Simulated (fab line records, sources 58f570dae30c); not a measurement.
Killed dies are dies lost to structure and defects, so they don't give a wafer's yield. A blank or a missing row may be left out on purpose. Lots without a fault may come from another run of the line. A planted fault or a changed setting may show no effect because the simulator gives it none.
Which tool did it? | flow berkeley_cmos170 | 14 lots, 42 wafers sampled, at 5 steps of a route of 331

WHAT THE GAUGES READ, wafer by wafer
UCB170_SDANNEAL_RS_MEAS_05: measures by four-point-probe.
lot  | measured     | on            | NLDD_RS (ohm/sq)
L675 | day 8 07:18  | film_metro-04 | 619.3 620.9 618.2
L676 | day 8 23:01  | film_metro-04 | 616.3 618.0 616.3
L677 | day 8 23:34  | film_metro-04 | 617.4 615.6 617.5
L678 | day 8 23:35  | film_metro-02 | 617.2 616.3 618.3
L682 | day 9 16:38  | film_metro-01 | 559.6 549.5 571.2
L681 | day 9 16:55  | film_metro-04 | 559.4 538.2 572.0
L687 | day 11 07:12 | film_metro-02 | 617.6 616.9 617.0
L692 | day 11 10:39 | film_metro-02 | 617.7 617.3 617.4
L690 | day 11 10:53 | film_metro-01 | 617.0 615.0 616.2
L694 | day 12 16:41 | film_metro-04 | 615.5 614.6 614.9
L693 | day 12 16:37 | film_metro-01 | 616.1 616.6 616.8
L697 | day 12 16:34 | film_metro-02 | 615.6 614.8 615.4
L696 | day 12 17:04 | film_metro-02 | 616.6 615.1 615.5
L698 | day 13 07:49 | film_metro-01 | 615.6 615.9 614.4

UCB170_CONTACT_THK_MEAS_02.
lot  | measured     | on            | CONTACT_PSG_THK (nm)
L675 | day 8 10:41  | film_metro-04 | 711 714 709
L676 | day 9 01:33  | film_metro-04 | 695 694 694
L677 | day 9 03:20  | film_metro-04 | 709 707 708
L678 | day 9 03:20  | film_metro-03 | 694 694 689
L682 | day 9 19:11  | film_metro-03 | 704 708 705
L681 | day 9 20:37  | film_metro-01 | 700 707 700
L687 | day 11 09:42 | film_metro-04 | 698 700 704
L692 | day 11 15:14 | film_metro-03 | 701 703 706
L690 | day 11 15:14 | film_metro-04 | 704 700 708
L694 | day 12 19:38 | film_metro-03 | 706 712 707
L693 | day 12 19:40 | film_metro-04 | 694 703 693
L697 | day 12 19:38 | film_metro-01 | 713 708 710
L696 | day 12 19:43 | film_metro-03 | 716 717 706
L698 | day 13 11:14 | film_metro-03 | 705 704 705

UCB170_CONTACT_OVL_MEAS_16.
lot  | measured     | on         | CONTACT_OVL (nm)
L675 | day 8 12:42  | overlay-02 | 4 8 5
L676 | day 9 03:29  | overlay-02 | -2 -9 -6
L677 | day 9 05:27  | overlay-02 | 0 0 5
L678 | day 9 05:10  | overlay-01 | 7 3 0
L682 | day 9 21:34  | overlay-01 | -14 -6 -7
L681 | day 9 22:38  | overlay-02 | 6 0 2
L687 | day 11 11:57 | overlay-02 | 3 -7 -7
L692 | day 11 17:14 | overlay-02 | 4 -2 -1
L690 | day 11 17:21 | overlay-01 | 1 3 8
L694 | day 12 22:31 | overlay-01 | 7 -3 2
L693 | day 12 22:16 | overlay-01 | 7 6 4
L697 | day 12 22:26 | overlay-02 | -2 -4 -7
L696 | day 12 22:38 | overlay-02 | 4 -2 4
L698 | day 13 15:59 | overlay-01 | -3 -5 -7

UCB170_V2_CD_MEAS_90: target cd 700 nm.
lot  | measured     | on        | cd_nm (nm)
L675 | day 8 23:59  | cd_sem-01 | 698.7 700.2 700.3
L676 | day 9 15:41  | cd_sem-02 | 701.7 702.1 701.9
L677 | day 9 18:52  | cd_sem-02 | 699.2 698.4 698.4
L678 | day 9 18:39  | cd_sem-02 | 700.5 699.9 700.6
L682 | day 10 09:05 | cd_sem-01 | 701.4 700.2 701.6
L681 | day 10 10:16 | cd_sem-02 | 701.6 702.2 702.3
L687 | day 12 06:03 | cd_sem-02 | 701.6 700.4 701.2
L692 | day 12 08:11 | cd_sem-02 | 697.9 700.3 699.1
L690 | day 12 07:10 | cd_sem-02 | 702.7 700.5 700.5
L694 | day 13 16:30 | cd_sem-01 | 698.6 699.8 698.6
L693 | day 13 14:14 | cd_sem-01 | 700.9 701.7 701.3
L697 | day 13 16:14 | cd_sem-01 | 699.6 699.9 700.9
L696 | day 13 16:53 | cd_sem-01 | 700.0 700.8 699.1
L698 | day 14 08:22 | cd_sem-02 | 699.4 698.9 697.6

WHICH TOOL RAN EACH LOT (tool, then ch and the chambers of the sampled wafers, then the start)
lot  | UCB170_NLDD_IMPLANT_09
L675 | implanter-01 ch 0, day 7 19:49
L676 | implanter-04 ch 0, day 8 09:12
L677 | implanter-01 ch 0, day 8 09:30
L678 | implanter-04 ch 0, day 8 09:45
L682 | implanter-01 ch 0, day 9 01:47
L681 | implanter-01 ch 0, day 9 02:52
L687 | implanter-04 ch 0, day 10 17:36
L692 | implanter-04 ch 0, day 10 22:19
L690 | implanter-04 ch 0, day 10 22:53
L694 | implanter-01 ch 0, day 11 23:59
L693 | implanter-04 ch 0, day 12 00:47
L697 | implanter-01 ch 0, day 12 02:58
L696 | implanter-04 ch 0, day 12 03:32
L698 | implanter-03 ch 0, day 12 22:01
- UCB170_NLDD_IMPLANT_09

WHAT THE TOOLS THEMSELVES READ (means of the sampled wafers that have a number; where no wafer has one, the mark that the record gives instead)
UCB170_NLDD_IMPLANT_09.
lot  | tool         | faraday_current_uA
L675 | implanter-01 | 157
L676 | implanter-04 | 158
L677 | implanter-01 | 159
L678 | implanter-04 | 161
L682 | implanter-01 | 162
L681 | implanter-01 | 156
L687 | implanter-04 | 156
L692 | implanter-04 | 158
L690 | implanter-04 | 156
L694 | implanter-01 | 158
L693 | implanter-04 | 159
L697 | implanter-01 | 159
L696 | implanter-04 | 159
L698 | implanter-03 | 156

THE ANSWER, worked out from the rows above alone
Rule: what is usual is taken from the lots themselves. Put in order of their means at a reading, lots are off if they are a third of the lots or fewer, leave a main group of 4 or more, and stand apart from it by a gap of 3 or more times the standard deviation of the main group's means; of several such gaps the widest counts. A main group whose means are all the same, to the digits that the tables above print for the reading, isn't used. A lot without any number at a reading at which 4 lots or more have one is off too. The other lots that the step has rows for count as sound. The gauges are gone through in route order, then the tools' own readings, and for those a lot's mean is taken as printed above. The first step at which some lot is off is used, and at that step the reading that is off furthest; a lot without a number counts as furthest.
Off: L682, L681, at UCB170_SDANNEAL_RS_MEAS_05 (NLDD_RS). The main group: mean 616.6 ohm/sq, standard deviation 1.2.
A tool fits if, at a process step before that reading, it ran every lot that is off, and no sound lot after the first of them. The gauges at UCB170_SDANNEAL_RS_MEAS_05 are tried like those tools. None of those tried fits.

WHAT THE SIMULATOR HAD PUT IN
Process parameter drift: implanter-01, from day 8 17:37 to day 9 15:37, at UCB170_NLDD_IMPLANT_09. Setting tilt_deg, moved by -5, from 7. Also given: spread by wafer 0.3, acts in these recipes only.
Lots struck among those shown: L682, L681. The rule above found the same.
